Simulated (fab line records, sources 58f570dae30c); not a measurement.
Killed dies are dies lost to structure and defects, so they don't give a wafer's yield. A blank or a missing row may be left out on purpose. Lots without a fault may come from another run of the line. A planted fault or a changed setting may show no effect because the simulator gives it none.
A struck lot beside a sound one | flow berkeley_cmos170 | 17 steps out of a route of 331
Sound: wafers L740.1, L740.3, L740.5. Struck: wafer L746.3. (L746.2, L746.5 of the same lot were not struck and are left out.) The cause comes at the end.
At each step with rows: each side's tool, then ch and its chambers, then its first start. Under that, the readings that differ: sound wafers | struck wafers | difference of the means | sigmas: that difference in standard deviations of wafers without a fault.
alike: readings whose means differ by less than 2 such deviations, and words and numbers that are the same on both sides. not compared: withheld readings, readings that some wafer has no value for, bounds like >300 that may hide the same value, and numbers for which the record gives no deviation and whose values overlap.
The two part at a step that has a row with sigmas, a row that says differs or no value, or rows on one side only. Numbers that don't overlap but have no deviation are shown without sigmas and don't part them. A reading that every wafer of one side lacks parts them only if that side has two wafers or more.

first, 1 step without rows for these wafers: UCB170_NWELL_OXIDATION_01 (target thk 26.4 nm, ox time 1260 s).
UCB170_NWELL_THK_MEAS_02:
  sound on film_metro-04, day 3 20:10; struck on film_metro-01, day 5 10:36
  alike: NWELL_OXIDE_THK
then, 2 steps without rows for these wafers: UCB170_NWELL_ANNEAL_03 (time 900 s); UCB170_NWELL_CVD_04 (deposits Si3N4 from SiH2Cl2/NH3, target thk 224 nm, time 3360 s).
UCB170_NWELL_THK_MEAS_05:
  sound on film_metro-04, day 4 03:51; struck on film_metro-01, day 5 20:01
  alike: NWELL_NITRIDE_THK
then, 6 steps without rows for these wafers: UCB170_NWELL_HMDS_06 (prime time 60 s); UCB170_NWELL_COAT_07 (resist thk 900 nm); UCB170_NWELL_SOFTBAKE_08 (time 60 s); UCB170_NWELL_EXPOSE_09 (exposes mask NWELL, target cd 3000 nm); UCB170_NWELL_PEB_10; UCB170_NWELL_DEVELOP_11 (develop time 45 s).
UCB170_NWELL_OVL_MEAS_12:
  sound on overlay-01, day 4 05:26; struck on overlay-01, day 5 21:55
  alike: NWELL_OVL
UCB170_NWELL_ETCH_13: etches Si3N4 in CH3F/Ar/O2, stops on SiO2, target depth 246.4 nm, time 154 s.
  sound on rie_diel-03 ch 0,3, day 4 05:28; struck on rie_diel-03 ch 3, day 5 21:56
  reading                                | sound             | struck  | difference | sigmas
  oes_product_au (a.u.)                  | 0.934 0.960 0.933 | 0.914   | -0.028     | -2
  over_etch_frac                         | 0.1 0.1 0.1       | 0.19319 | +0.09319   |
  model.KrF_of_NWELL_COAT_07.thk_nm (nm) | 726.2 722 724.8   | 709.7   | -14.6      |
  alike: CH3F_flow_sccm, drypump_motor_current_A, mfc_ar_sccm, throttle_valve_pct
  not compared: rf_hours_counter_h
then, 1 step without rows for these wafers: UCB170_NWELL_IMPLANT_14.
UCB170_NWELL_STRIP_15: strips in O2.
  sound on plasma_asher-01 ch 0,1, day 4 05:53; struck on plasma_asher-02 ch 1, day 5 22:11
  reading                      | sound             | struck | difference | sigmas
  strip_time_to_endpoint_s (s) | 18.14 18.04 18.09 | 17.72  | -0.37      | -6
  alike: drypump_motor_current_A, oes_product_au
  not compared: rf_hours_counter_h
UCB170_NWELL_TW_MEAS_16:
  sound on film_metro-01, day 4 05:59; struck on film_metro-01, day 5 22:18
  alike: NWELL_TW
then, 1 step without rows for these wafers: UCB170_M3_PROBE_99.

WHERE THEY PART
First at UCB170_NWELL_ETCH_13; last, within this record, at UCB170_NWELL_STRIP_15. Later steps at which nothing parts them and some readings are alike: UCB170_NWELL_TW_MEAS_16.

WHY: what the simulator had put in
Process parameter drift: rie_diel-03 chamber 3, from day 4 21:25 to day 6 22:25, at UCB170_NWELL_ETCH_13. Setting over_etch_frac, moved by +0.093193, from 0.1. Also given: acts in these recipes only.
